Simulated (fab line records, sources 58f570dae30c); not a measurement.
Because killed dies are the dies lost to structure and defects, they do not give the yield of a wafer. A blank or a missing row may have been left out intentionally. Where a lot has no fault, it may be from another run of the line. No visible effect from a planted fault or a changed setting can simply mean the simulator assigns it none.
Which tool was responsible? ; flow berkeley cmos170 ; Sampling: 14 lots, 42 wafers, 7 of 331 route steps

WHAT THE GAUGES READ, wafer by wafer
UCB170_GATE_OVL_MEAS_13.
lot;measured;on;GATE_OVL (nm)
L221;day 7 07:19;overlay-01;-1 -8 4
L222;day 7 07:22;overlay-01;0 -5 7
L224;day 7 21:23;overlay-02;-6 -2 -8
L226;day 7 22:25;overlay-02;12 -1 5
L227;day 8 06:57;overlay-02;6 1 -2
L230;day 8 15:56;overlay-02;-5 -7 -2
L231;day 8 16:02;overlay-01;3 -4 6
L229;day 8 16:38;overlay-02;-3 -1 3
L234;day 9 20:01;overlay-01;7 10 5
L233;day 9 20:17;overlay-02;4 -2 8
L239;day 11 04:37;overlay-02;7 4 3
L243;day 11 21:37;overlay-01;5 2 1
L241;day 11 21:51;overlay-01;3 -5 3
L244;day 12 04:37;overlay-02;4 -2 4

UCB170_V2_THK_MEAS_01.
lot;measured;on;V2_TEOS_THK (nm)
L221;day 8 16:34;film metro-01;1995 1965 2028
L222;day 8 17:17;film metro-03;1994 2002 1990
L224;day 9 05:16;film metro-02;1988 2001 1989
L226;day 9 07:35;film metro-02;1977 2030 2029
L227;day 9 14:43;film metro-02;1958 2010 1970
L230;day 10 04:27;film metro-03;2009 2010 2004
L231;day 10 06:29;film metro-03;1943 1982 2004
L229;day 10 06:32;film metro-02;1978 1983 2049
L234;day 11 02:13;film metro-01;1987 2039 2007
L233;day 11 03:53;film metro-03;1961 1988 2010
L239;day 12 13:22;film metro-01;1641 1679 1670
L243;day 13 09:57;film metro-03;1966 2013 2011
L241;day 13 05:02;film metro-01;1662 1700 1695
L244;day 13 21:01;film metro-03;1992 2003 2007

UCB170_V2_THK_MEAS_04.
lot;measured;on;V2_POLISHED_THK (nm)
L221;day 8 17:02;film metro-02;999.2 997.4 999.8
L222;day 8 17:46;film metro-03;999.3 1002.2 998.4
L224;day 9 05:44;film metro-03;999.7 1000.4 1001.9
L226;day 9 08:04;film metro-02;1001.7 998.9 999.1
L227;day 9 15:11;film metro-01;1002.2 1000.5 1000.2
L230;day 10 04:56;film metro-02;999.2 1001.1 1000.2
L231;day 10 06:58;film metro-03;999.0 998.8 998.3
L229;day 10 07:16;film metro-02;1000.9 1000.1 998.6
L234;day 11 02:42;film metro-02;1001.3 1000.4 999.7
L233;day 11 04:22;film metro-02;999.5 997.4 996.5
L239;day 12 13:51;film metro-03;690.6 689.5 689.1
L243;day 13 10:26;film metro-03;998.3 999.1 997.1
L241;day 13 05:31;film metro-03;688.9 689.7 689.5
L244;day 13 21:32;film metro-01;1000.6 999.3 1000.5

UCB170_M3_THK_MEAS_03: measures by xrf.
lot;measured;on;M3_AL_THK (nm)
L221;day 8 19:37;film metro-01;880 876 882
L222;day 8 21:01;film metro-04;883 874 894
L224;day 9 07:47;film metro-01;868 879 879
L226;day 9 09:58;film metro-04;899 887 895
L227;day 9 17:05;film metro-01;900 892 889
L230;day 10 07:10;film metro-03;875 886 870
L231;day 10 09:55;film metro-03;871 867 858
L229;day 10 10:04;film metro-01;875 886 883
L234;day 11 04:47;film metro-04;891 891 888
L233;day 11 06:27;film metro-04;879 877 890
L239;day 12 16:07;film metro-04;877 878 879
L243;day 13 15:45;film metro-03;868 861 866
L241;day 13 08:11;film metro-03;856 873 873
L244;day 14 00:10;film metro-03;873 872 877

UCB170_M3_OVL_MEAS_16.
lot;measured;on;M3_OVL (nm)
L221;day 8 22:24;overlay-01;10 8 0
L222;day 9 00:01;overlay-02;-5 -5 -2
L224;day 9 09:39;overlay-02;-4 -6 1
L226;day 9 11:49;overlay-02;2 1 -2
L227;day 9 18:58;overlay-02;-4 -8 -12
L230;day 10 09:49;overlay-02;1 -2 -1
L231;day 10 11:50;overlay-02;-8 -2 -6
L229;day 10 12:46;overlay-02;-7 -5 -7
L234;day 11 07:45;overlay-02;-3 -1 -11
L233;day 11 08:44;overlay-02;-6 -7 -5
L239;day 12 17:59;overlay-02;7 4 2
L243;day 13 18:35;overlay-01;-3 -2 -5
L241;day 13 11:41;overlay-02;-7 -9 4
L244;day 14 02:46;overlay-01;0 3 12

TOOL THAT RAN EACH LOT (tool first, then ch and the chambers of the sampled wafers, then the start)
lot;UCB170_V2_CVD_00;UCB170_V2_ETCH_14
L221;pecvd-04 ch 0,2, day 8 16:24;rie diel-01 ch 0,2,3, day 8 18:56
L222;pecvd-01 ch 0,1,2, day 8 17:07;rie diel-03 ch 0,3, day 8 20:14
L224;pecvd-01 ch 1,2, day 9 05:07;rie diel-01 ch 0,2,3, day 9 07:07
L226;pecvd-04 ch 0,1,2, day 9 07:24;rie diel-02 ch 0,1, day 9 09:16
L227;pecvd-03 ch 0,1,2, day 9 14:33;rie diel-02 ch 0,1,3, day 9 16:25
L230;pecvd-04 ch 0,1,2, day 10 04:17;rie diel-01 ch 1,2, day 10 06:29
L231;pecvd-01 ch 1,2, day 10 06:20;rie diel-03 ch 0,3, day 10 09:14
L229;pecvd-04 ch 0,1,2, day 10 06:23;rie diel-01 ch 0,2, day 10 09:24
L234;pecvd-01 ch 0,1,2, day 11 02:07;rie diel-01 ch 1,2, day 11 04:05
L233;pecvd-03 ch 0,1, day 11 03:43;rie diel-03 ch 0,2, day 11 05:46
L239;pecvd-03 ch 0,1, day 12 13:12;rie diel-02 ch 0,2, day 12 15:27
L243;pecvd-01 ch 0,2, day 13 09:47;rie diel-01 ch 2, day 13 15:00
L241;pecvd-03 ch 0,1,2, day 13 04:53;rie diel-03 ch 0,1,3, day 13 07:31
L244;pecvd-04 ch 0,1, day 13 20:46;rie diel-02 ch 0,1, day 13 23:29
- UCB170_V2_CVD_00: deposits SiO2 from TEOS/O2, target thk 2000 nm, time 250 s.
- UCB170_V2_ETCH_14: etches SiO2 in CHF3/CF4/Ar, stops on Al, target depth 1250 nm, time 291 s.

AS READ BY THE TOOLS THEMSELVES (means over the sampled wafers that have a number; for cases with no such wafer, the mark the record gives instead)
UCB170_V2_CVD_00.
lot;tool;heater power w (W)
L221;pecvd-04;255
L222;pecvd-01;258
L224;pecvd-01;275
L226;pecvd-04;235
L227;pecvd-03;286
L230;pecvd-04;256
L231;pecvd-01;223
L229;pecvd-04;282
L234;pecvd-01;273
L233;pecvd-03;259
L239;pecvd-03;244
L243;pecvd-01;234
L241;pecvd-03;258
L244;pecvd-04;314

UCB170_V2_ETCH_14.
lot;tool;drypump motor current A (A);oes product au (a.u.);throttle valve pct (%)
L221;rie diel-01;5.4;0.877;6.94
L222;rie diel-03;5.3;0.864;7.10
L224;rie diel-01;5.4;0.873;6.93
L226;rie diel-02;5.7;0.876;6.93
L227;rie diel-02;5.4;0.877;6.95
L230;rie diel-01;5.3;0.865;6.94
L231;rie diel-03;5.3;0.866;7.08
L229;rie diel-01;5.7;0.878;6.93
L234;rie diel-01;5.3;0.868;6.95
L233;rie diel-03;6.0;0.895;6.88
L239;rie diel-02;6.1;0.704;7.01
L243;rie diel-01;5.8;0.883;6.92
L241;rie diel-03;5.4;0.720;6.95
L244;rie diel-02;5.7;0.872;6.95

THE ANSWER, worked out from the rows above alone
Rule: what is usual is taken from the lots themselves. Put in order of their means at a reading, lots are off if they are a third of the lots or fewer, leave a main group of 4 or more, and stand apart from it by a gap of 3 or more times the standard deviation of the main group's means; of several such gaps the widest counts. If all means in a main group match to the digits the tables above print for the reading, that group is not used. A lot without any number at a reading at which 4 lots or more have one is off too. Where the step has rows for the other lots, those lots are counted as sound. First the gauges in route order, then the tools' own readings, where a lot's mean is used as printed above. At the first step where some lot is off, the reading lying furthest off is the one used; lots without a number count as furthest.
Off: at UCB170_V2_THK_MEAS_01 (V2_TEOS_THK), L239, L241. The main group has a mean of 1996 nm with a standard deviation of 11.
A tool fits if, at a process step before that reading, it ran every lot that is off, and no sound lot after the first of them. Not tried: the gauges at UCB170_V2_THK_MEAS_01; whatever is off there is also off at UCB170_V2_THK_MEAS_04, on other tools, and gauge error can't account for it. One candidate fits, namely pecvd-03 at UCB170_V2_CVD_00. A fault onset in the window from L233 (day 11 03:43, its last sound lot) to L239 (day 12 13:12, its first lot off) fits.

WHAT THE SIMULATOR HAD INSERTED
Site profile drift: pecvd-03, from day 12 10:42 on, at UCB170_V2_CVD_00. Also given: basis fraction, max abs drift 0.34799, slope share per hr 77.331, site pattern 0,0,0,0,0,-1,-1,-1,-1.
Struck lots among those shown: L239, L241. Same finding as the rule above.
